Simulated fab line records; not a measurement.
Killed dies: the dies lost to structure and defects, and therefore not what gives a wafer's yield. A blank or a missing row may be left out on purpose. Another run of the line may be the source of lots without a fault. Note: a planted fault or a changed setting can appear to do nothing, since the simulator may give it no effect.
Problem report, 8D (eight disciplines) form, completed by code -- flow ritCmos -- the parts of the form that need people (team, actions taken, sign-off) are left out

== 1. WHAT IS WRONG ==
Mean GATE_OVL at RIT_GATE_OVL_MEAS_17: 240.5 nm over 6 wafers in 2 lots; fault-free wafers: 0.0 nm, standard deviation 1.6. So: +99 or more standard deviations from the usual mean.
Seen first at day 4 15:41 on overlay-02, wafer L956.1. At this step, 36 wafers from 12 lots have a number in the record. The rule behind "out" and "out of limits": a value lying over 4 standard deviations away from the usual mean. The other wafers with a number count as sound.

== 2. WHAT IT IS; WHAT IT IS NOT ==
question,is,is not
which readings at this step,GATE_OVL,-
which lots,"L956, L962","L948, L949, L950, L951, L952, L954, L958, L963, L966, L971"
which wafers of those lots,all that have a number,-
read on which gauges,overlay-02,overlay-01
when,from day 4 15:41,"up to then (18 sound wafers); but 12 sound wafers of L958, L963, L966, L971 came after"

== 3. WHAT RULES OUT EACH SUSPECT ==
Counting: a tool at a process step up to the reading stays a suspect if it ran every lot that is out and no sound lot after the first of them.
- the gauge at RIT_GATE_OVL_MEAS_17: kept. All the wafers that are out were read on overlay-02, and no step on other tools shows them out.
- ilineStepper-02 at RIT_GATE_EXPOSE_13 (exposes mask M6, target cd 150 nm): kept. It processed each lot that is out, first L956 at day 4 15:10, and no sound lot thereafter; up to then, the last sound lot it processed was L952 at day 3 11:25.
Left after counting: ilineStepper-02 at RIT_GATE_EXPOSE_13, overlay-02 at RIT_GATE_OVL_MEAS_17.

== 4. THE CAUSE (what the simulator had put in) ==
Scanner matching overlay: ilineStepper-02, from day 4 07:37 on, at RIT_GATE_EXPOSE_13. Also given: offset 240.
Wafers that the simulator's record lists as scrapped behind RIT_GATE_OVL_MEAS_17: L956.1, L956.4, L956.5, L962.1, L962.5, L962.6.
This tool is one of the 2 suspects left after counting.

== 5. THE EFFECT CHAIN, in route order ==
One row per reading whose mean, taken over the struck wafers that have a number, lies over 3 standard deviations from the usual. Only readings whose record carries a usual standard deviation are examined. hours: median over the lots of the time between each lot's start at the first step of this table that gives one and its start at this step. sigmas: the change, counted in usual standard deviations.
hours,step,reading,usual,on struck wafers,change,sigmas
0,RIT_GATE_OVL_MEAS_17,GATE_OVL,0.0 nm,240.5,+240.5,+99 or more

== 6. HOW IT WOULD HAVE BEEN CAUGHT EARLIER ==
Counted from the fault's start at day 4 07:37, it took 8 hours until the first out-of-limits reading at a measuring or inspecting step in this record, taken at day 4 15:41.
L962, from the lots that are out (2), started RIT_GATE_EXPOSE_13 on ilineStepper-02 later than day 4 15:41. Putting the tool on hold at that point would have spared it.
